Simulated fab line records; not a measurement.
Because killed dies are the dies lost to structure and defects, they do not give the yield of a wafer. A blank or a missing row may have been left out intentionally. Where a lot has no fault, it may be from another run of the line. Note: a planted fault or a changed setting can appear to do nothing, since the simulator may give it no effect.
Which tool did it? :: flow ritCmos :: at 1 step of a route of 202, 14 lots with 42 wafers sampled

WHAT THE GAUGES READ, wafer by wafer
The record holds no reading of a measuring or inspecting step that can be judged against a usual standard deviation.

WHICH TOOL RAN EACH LOT (tool, then ch and the chambers of the sampled wafers, then the start)
lot: L617
RIT_GATE_DEVELOP_15: lithoTrack-04 ch 0, day 2 13:00

lot: L619
RIT_GATE_DEVELOP_15: lithoTrack-02 ch 0, day 3 00:00

lot: L622
RIT_GATE_DEVELOP_15: lithoTrack-03 ch 0, day 3 15:00

lot: L624
RIT_GATE_DEVELOP_15: lithoTrack-03 ch 0, day 4 01:00

lot: L625
RIT_GATE_DEVELOP_15: lithoTrack-04 ch 0, day 4 07:00

lot: L626
RIT_GATE_DEVELOP_15: lithoTrack-03 ch 0, day 4 10:00

lot: L627
RIT_GATE_DEVELOP_15: lithoTrack-03 ch 0, day 4 18:00

lot: L628
RIT_GATE_DEVELOP_15: lithoTrack-04 ch 0, day 4 21:00

lot: L629
RIT_GATE_DEVELOP_15: lithoTrack-04 ch 0, day 5 04:00

lot: L630
RIT_GATE_DEVELOP_15: lithoTrack-04, day 5 08:00

lot: L631
RIT_GATE_DEVELOP_15: lithoTrack-04, day 5 13:00

lot: L632
RIT_GATE_DEVELOP_15: lithoTrack-02 ch 0, day 5 19:00

lot: L638
RIT_GATE_DEVELOP_15: lithoTrack-02 ch 0, day 7 03:00

lot: L640
RIT_GATE_DEVELOP_15: lithoTrack-04 ch 0, day 7 13:00
- RIT_GATE_DEVELOP_15: develop time 50 s.

WHAT THE TOOLS THEMSELVES READ (means of the sampled wafers that have a number; where no wafer has one, the mark that the record gives instead)
RIT_GATE_DEVELOP_15. Usual: chillPlateTempC reads 22.99 C (standard deviation 0.11).
lot: L617
tool: lithoTrack-04
chillPlateTempC (C): 22.89
flag: 

lot: L619
tool: lithoTrack-02
chillPlateTempC (C): 22.97
flag: 

lot: L622
tool: lithoTrack-03
chillPlateTempC (C): 22.93
flag: 

lot: L624
tool: lithoTrack-03
chillPlateTempC (C): 22.99
flag: 

lot: L625
tool: lithoTrack-04
chillPlateTempC (C): 22.96
flag: 

lot: L626
tool: lithoTrack-03
chillPlateTempC (C): 22.88
flag: 

lot: L627
tool: lithoTrack-03
chillPlateTempC (C): 23.16
flag: 

lot: L628
tool: lithoTrack-04
chillPlateTempC (C): 23.08
flag: 

lot: L629
tool: lithoTrack-04
chillPlateTempC (C): 22.90
flag: 

lot: L630
tool: lithoTrack-04
chillPlateTempC (C): -
flag: OFF

lot: L631
tool: lithoTrack-04
chillPlateTempC (C): -
flag: OFF

lot: L632
tool: lithoTrack-02
chillPlateTempC (C): 22.97
flag: 

lot: L638
tool: lithoTrack-02
chillPlateTempC (C): 23.07
flag: 

lot: L640
tool: lithoTrack-04
chillPlateTempC (C): 23.02
flag: 

THE ANSWER, worked out from the rows above alone
Rule: a lot is off if the mean of its wafers that have a number lies more than 3 standard deviations from the usual mean. Also off: a lot with no number at a reading for which 4 or more lots have one. The other lots that the step has rows for count as sound. The gauges are gone through in route order, then the tools' own readings, and for those a lot's mean is taken as printed above. At the first step where some lot is off, the reading lying furthest off is the one used; lots without a number count as furthest.
Off at RIT_GATE_DEVELOP_15 (chillPlateTempC): L630, L631. Without a number there: L630, L631.
A tool fits if, at that step or a process step before it, it ran every lot that is off, and no sound lot after the first of them. Of those tried, none fits.

WHAT WAS PUT IN BY THE SIMULATOR
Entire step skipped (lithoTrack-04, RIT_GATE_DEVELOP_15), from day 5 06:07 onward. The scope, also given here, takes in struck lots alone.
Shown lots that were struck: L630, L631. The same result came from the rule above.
